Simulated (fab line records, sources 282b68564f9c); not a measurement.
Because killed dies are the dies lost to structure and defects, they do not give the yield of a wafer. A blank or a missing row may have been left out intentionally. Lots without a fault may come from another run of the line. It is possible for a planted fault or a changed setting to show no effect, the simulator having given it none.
One fault through the eyes of 2 desks :: flow rit-cmos :: what lay behind the numbers comes last; until then each desk has only its own

== DESK OF THE TOOL OWNER: plasma-asher-01 ==
The tool's own readings at RIT_PRETRO_STRIP_09 (strips in O2, time 180 s): means of the sampled wafers that have a number, for each lot that ran on this tool. Any lot whose mean is over 4 standard deviations away from the usual mean is out of limits and marked OUT; that distance is given in the brackets.
Columns: A = drypump-motor-current-A at RIT_PRETRO_STRIP_09, usual 5.9 A; B = run-length-s at RIT_PRETRO_STRIP_09, usual 208.2 s
lot: L702
first seen here: day 4 19:35
A: 5.6
B: 27.3 (-99 or more) OUT

lot: L713
first seen here: day 7 02:21
A: 5.4
B: 208.3
Finding of this desk: L702 out of limits; the first was L702 at day 4 19:35, on run-length-s at RIT_PRETRO_STRIP_09. Within limits: L713.

== FROM THE METROLOGY DESK ==
What the gauges read, lot by lot, whatever tool the lot ran on: means of the sampled wafers that have a number. Any lot whose mean is over 4 standard deviations away from the usual mean is out of limits and marked OUT; that distance is given in the brackets.
Columns: A = NRETRO_TW at RIT_NRETRO_TW_MEAS_10, usual 1035; B = PRETRO_OVL at RIT_PRETRO_OVL_MEAS_06, usual 1.1 nm; C = PRETRO_TW at RIT_PRETRO_TW_MEAS_10, usual 471
lot: L697
first seen here: day 3 18:20
A: 1034
B: 2.8
C: 473

lot: L702
first seen here: day 4 18:09
A: 1038
B: 3.7
C: 471

lot: L707
first seen here: day 5 20:55
A: 1031
B: 0.4
C: 466

lot: L712
first seen here: day 6 22:15
A: 1042
B: -1.4
C: 464

lot: L713
first seen here: day 7 00:51
A: 1036
B: 2.8
C: 474
This desk found nothing out of limits on any of the 5 lots.

== ALL TOGETHER ==
The tool owner's desk could have raised an alarm at day 4 19:35, on L702.
The metrology desk saw nothing out of limits.
The metrology desk holds a record of L702, inside its limits.
On plasma-asher-01, each named lot ran RIT_PRETRO_STRIP_09.

== WHAT THE SIMULATOR HAD INSERTED ==
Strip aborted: plasma-asher-01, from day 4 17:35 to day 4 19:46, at RIT_PRETRO_STRIP_09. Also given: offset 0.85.
Shown lots that were struck: L702.
Time in hours from fault onset to the first out-of-limits reading at each desk: the tool owner's desk, 2.
